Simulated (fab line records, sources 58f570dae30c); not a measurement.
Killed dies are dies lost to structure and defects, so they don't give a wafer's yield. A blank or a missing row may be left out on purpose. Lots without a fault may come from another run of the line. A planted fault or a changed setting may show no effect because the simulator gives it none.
Which tool did it? | flow berkeley_cmos170 | 15 lots, 45 wafers sampled, at 5 steps of a route of 331

WHAT THE GAUGES READ, wafer by wafer
UCB170_PWELL_THK_MEAS_06. Usual: PWELL_NITRIDE_THK 218.8 nm, standard deviation 1.9.
lot  | measured    | on            | PWELL_NITRIDE_THK (nm) | flag
L952 | day 3 11:03 | film_metro-01 | 216.9 217.8 216.9      |
L953 | day 3 18:14 | film_metro-02 | 218.9 221.0 220.8      |
L954 | day 4 03:16 | film_metro-04 | 219.6 220.1 221.0      |
L955 | day 4 03:16 | film_metro-02 | 221.1 219.9 221.5      |
L956 | day 4 03:17 | film_metro-01 | 222.1 219.3 221.4      |
L957 | day 4 11:59 | film_metro-01 | 220.0 220.8 220.5      |
L958 | day 4 17:27 | film_metro-04 | 218.6 217.0 216.6      |
L959 | day 4 17:29 | film_metro-04 | 220.1 221.8 220.3      |
L960 | day 4 22:57 | film_metro-02 | 221.5 223.6 220.7      |
L961 | day 5 05:32 | film_metro-04 | 217.8 218.0 218.4      |
L965 | day 6 02:49 | film_metro-04 | 218.3 218.4 216.7      |
L966 | day 6 02:49 | film_metro-01 | 216.8 215.5 214.1      |
L967 | day 6 12:45 | film_metro-04 | 217.1 215.2 214.1      |
L974 | day 8 02:43 | film_metro-01 | 219.5 217.6 220.3      |
L975 | day 8 13:27 | film_metro-04 | 220.5 221.0 219.2      |

UCB170_ACTIVE_THK_MEAS_03. Usual: ACTIVE_OXIDE_THK 26.4 nm, standard deviation 0.57.
lot  | measured    | on            | ACTIVE_OXIDE_THK (nm) | flag
L952 | day 4 18:07 | film_metro-03 | 26.0 26.2 26.1        |
L953 | day 4 22:22 | film_metro-02 | 26.7 26.5 26.5        |
L954 | day 5 07:57 | film_metro-04 | 25.4 25.7 25.4        |
L955 | day 5 07:58 | film_metro-02 | 26.1 26.0 26.2        |
L956 | day 5 08:02 | film_metro-02 | 26.2 26.1 26.1        |
L957 | day 5 17:50 | film_metro-04 | 26.0 26.2 26.4        |
L958 | day 5 17:51 | film_metro-03 | 26.4 26.6 26.2        |
L959 | day 5 17:53 | film_metro-04 | 25.7 25.7 25.7        |
L960 | day 5 17:50 | film_metro-02 | 26.6 25.9 25.3        |
L961 | day 6 08:06 | film_metro-02 | 26.2 26.1 26.0        |
L965 | day 7 11:02 | film_metro-04 | 21.4 21.8 22.3        | OFF
L966 | day 7 11:02 | film_metro-03 | 20.6 20.5 20.6        | OFF
L967 | day 7 11:06 | film_metro-04 | 21.2 21.3 21.2        | OFF
L974 | day 9 07:53 | film_metro-03 | 27.3 27.0 27.4        |
L975 | day 9 15:04 | film_metro-03 | 26.1 26.0 25.8        |

UCB170_ACTIVE_CD_MEAS_13: target cd 1200 nm. Usual: cd_nm 1199.5 nm, standard deviation 1.4.
lot  | measured     | on        | cd_nm (nm)           | flag
L952 | day 5 02:53  | cd_sem-01 | 1200.6 1200.7 1201.8 |
L953 | day 5 08:25  | cd_sem-01 | 1200.5 1199.8 1200.0 |
L954 | day 5 18:19  | cd_sem-01 | 1200.8 1199.1 1199.7 |
L955 | day 5 18:27  | cd_sem-01 | 1200.7 1200.1 1201.6 |
L956 | day 5 18:50  | cd_sem-01 | 1200.8 1201.8 1200.1 |
L957 | day 6 03:06  | cd_sem-02 | 1197.2 1198.5 1197.7 |
L958 | day 6 02:45  | cd_sem-01 | 1198.8 1199.0 1198.6 |
L959 | day 6 03:13  | cd_sem-02 | 1198.4 1198.6 1198.3 |
L960 | day 6 02:55  | cd_sem-02 | 1201.6 1201.3 1202.0 |
L961 | day 6 23:05  | cd_sem-02 | 1199.5 1199.2 1199.3 |
L965 | day 7 19:02  | cd_sem-02 | 1199.1 1198.7 1198.8 |
L966 | day 7 18:29  | cd_sem-01 | 1200.8 1201.0 1199.7 |
L967 | day 7 18:45  | cd_sem-02 | 1198.8 1198.6 1197.5 |
L974 | day 9 16:40  | cd_sem-02 | 1201.1 1199.2 1200.9 |
L975 | day 10 00:10 | cd_sem-01 | 1199.1 1200.1 1199.3 |

UCB170_PFIELD_OVL_MEAS_06. Usual: PFIELD_OVL -2 nm, standard deviation 5.
lot  | measured     | on         | PFIELD_OVL (nm) | flag
L952 | day 5 04:50  | overlay-02 | -4 -3 -8        |
L953 | day 5 10:04  | overlay-02 | 3 1 10          |
L954 | day 5 20:08  | overlay-01 | -11 -6 -6       |
L955 | day 5 20:25  | overlay-01 | 0 -6 8          |
L956 | day 5 20:38  | overlay-02 | -5 0 -11        |
L957 | day 6 05:04  | overlay-02 | -3 -4 -1        |
L958 | day 6 04:48  | overlay-01 | -7 -11 -1       |
L959 | day 6 05:10  | overlay-01 | 4 13 15         |
L960 | day 6 05:01  | overlay-01 | -2 -1 -4        |
L961 | day 7 00:50  | overlay-02 | -6 1 -3         |
L965 | day 7 21:46  | overlay-01 | -5 5 -3         |
L966 | day 7 21:10  | overlay-02 | -3 -1 -3        |
L967 | day 7 21:26  | overlay-02 | 1 0 1           |
L974 | day 9 18:37  | overlay-02 | 5 2 4           |
L975 | day 10 03:02 | overlay-01 | 6 3 3           |

WHICH TOOL RAN EACH LOT (tool, then ch and the chambers of the sampled wafers, then the start)
lot  | UCB170_ACTIVE_OXIDATION_02
L952 | furnace-04 ch 0, day 4 16:46
L953 | furnace-01 ch 0, day 4 21:00
L954 | furnace-01 ch 0, day 5 06:36
L955 | furnace-01 ch 0, day 5 06:36
L956 | furnace-01 ch 0, day 5 06:36
L957 | furnace-04 ch 0, day 5 16:29
L958 | furnace-04 ch 0, day 5 16:29
L959 | furnace-04 ch 0, day 5 16:29
L960 | furnace-04 ch 0, day 5 16:29
L961 | furnace-02 ch 0, day 6 06:44
L965 | furnace-01 ch 0, day 7 09:41
L966 | furnace-01 ch 0, day 7 09:41
L967 | furnace-01 ch 0, day 7 09:41
L974 | furnace-02 ch 0, day 9 06:32
L975 | furnace-04 ch 0, day 9 13:43
- UCB170_ACTIVE_OXIDATION_02: target thk 26.4 nm, ox time 1260 s.

WHAT THE TOOLS THEMSELVES READ (means of the sampled wafers that have a number; where no wafer has one, the mark that the record gives instead)
UCB170_ACTIVE_OXIDATION_02. Usual: spike_tc_centre_C 1003.3 C, standard deviation 0.99; spike_tc_load_C 1025 C, standard deviation 3.1; spike_tc_source_C 1023 C, standard deviation 4.4; tube_center_temp_C 1000 C, standard deviation 0.084; tube_center_temp_C_max 1002.6, standard deviation 0.41.
lot  | tool       | spike_tc_centre_C (C) | spike_tc_load_C (C) | spike_tc_source_C (C) | tube_center_temp_C (C) | tube_center_temp_C_max | flag
L952 | furnace-04 | 1003.8                | 1031                | 1016                  | 1000                   | 1002.2                 |
L953 | furnace-01 | 1003.1                | 1023                | 1027                  | 1000                   | 1003.2                 |
L954 | furnace-01 | 1002.7                | 1022                | 1027                  | 1000                   | 1002.5                 |
L955 | furnace-01 | 1002.9                | 1023                | 1027                  | 1000                   | 1002.8                 |
L956 | furnace-01 | 1002.9                | 1021                | 1026                  | 1000                   | 1002.3                 |
L957 | furnace-04 | 1003.3                | 1030                | 1017                  | 1000                   | 1002.5                 |
L958 | furnace-04 | 1004.6                | 1028                | 1018                  | 1000                   | 1002.3                 |
L959 | furnace-04 | 1004.2                | 1031                | 1017                  | 1000                   | 1002.6                 |
L960 | furnace-04 | 1004.6                | 1030                | 1018                  | 1000                   | 1002.8                 |
L961 | furnace-02 | 1004.0                | 1026                | 1021                  | 1000                   | 1002.1                 |
L965 | furnace-01 | 981.9                 | 1000                | 1006                  | 978                    | 981.1                  | OFF
L966 | furnace-01 | 981.1                 | 1001                | 1005                  | 979                    | 981.1                  | OFF
L967 | furnace-01 | 980.8                 | 1000                | 1005                  | 978                    | 981.0                  | OFF
L974 | furnace-02 | 1002.9                | 1025                | 1021                  | 1000                   | 1002.4                 |
L975 | furnace-04 | 1004.5                | 1029                | 1016                  | 1000                   | 1002.9                 |

THE ANSWER, worked out from the rows above alone
Rule: a lot is off if the mean of its wafers that have a number lies more than 3 standard deviations from the usual mean. A lot without any number at a reading at which 4 lots or more have one is off too. The other lots that the step has rows for count as sound. The gauges are gone through in route order, then the tools' own readings, and for those a lot's mean is taken as printed above. The first step at which some lot is off is used, and at that step the reading that is off furthest; a lot without a number counts as furthest.
Off: L965, L966, L967, at UCB170_ACTIVE_THK_MEAS_03 (ACTIVE_OXIDE_THK).
A tool fits if, at a process step before that reading, it ran every lot that is off, and no sound lot after the first of them. The gauges at UCB170_ACTIVE_THK_MEAS_03 aren't tried: what is off there is off at UCB170_ACTIVE_OXIDATION_02 too, on other tools, and a gauge's error can't cause that. One fits: furnace-01 at UCB170_ACTIVE_OXIDATION_02. Its last sound lot is L954 (day 5 06:36), its first lot that is off L965 (day 7 09:41): a fault that began between those two fits.
The tool's own readings at UCB170_ACTIVE_OXIDATION_02 bear it out: on the lots that are off they differ by more than 5 times the standard deviation of the sound lots' means. spike_tc_centre_C reads 981.3 C there against 1003.6 C on the sound lots; spike_tc_load_C reads 1000 C there against 1027 C on the sound lots; tube_center_temp_C reads 978 C there against 1000 C on the sound lots; tube_center_temp_C_max reads 981.1 there against 1002.5 on the sound lots.

WHAT THE SIMULATOR HAD PUT IN
Process parameter drift: furnace-01, from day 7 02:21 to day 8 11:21, at UCB170_ACTIVE_OXIDATION_02. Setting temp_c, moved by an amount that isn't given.
Lots struck among those shown: L965, L966, L967. The rule above found the same.
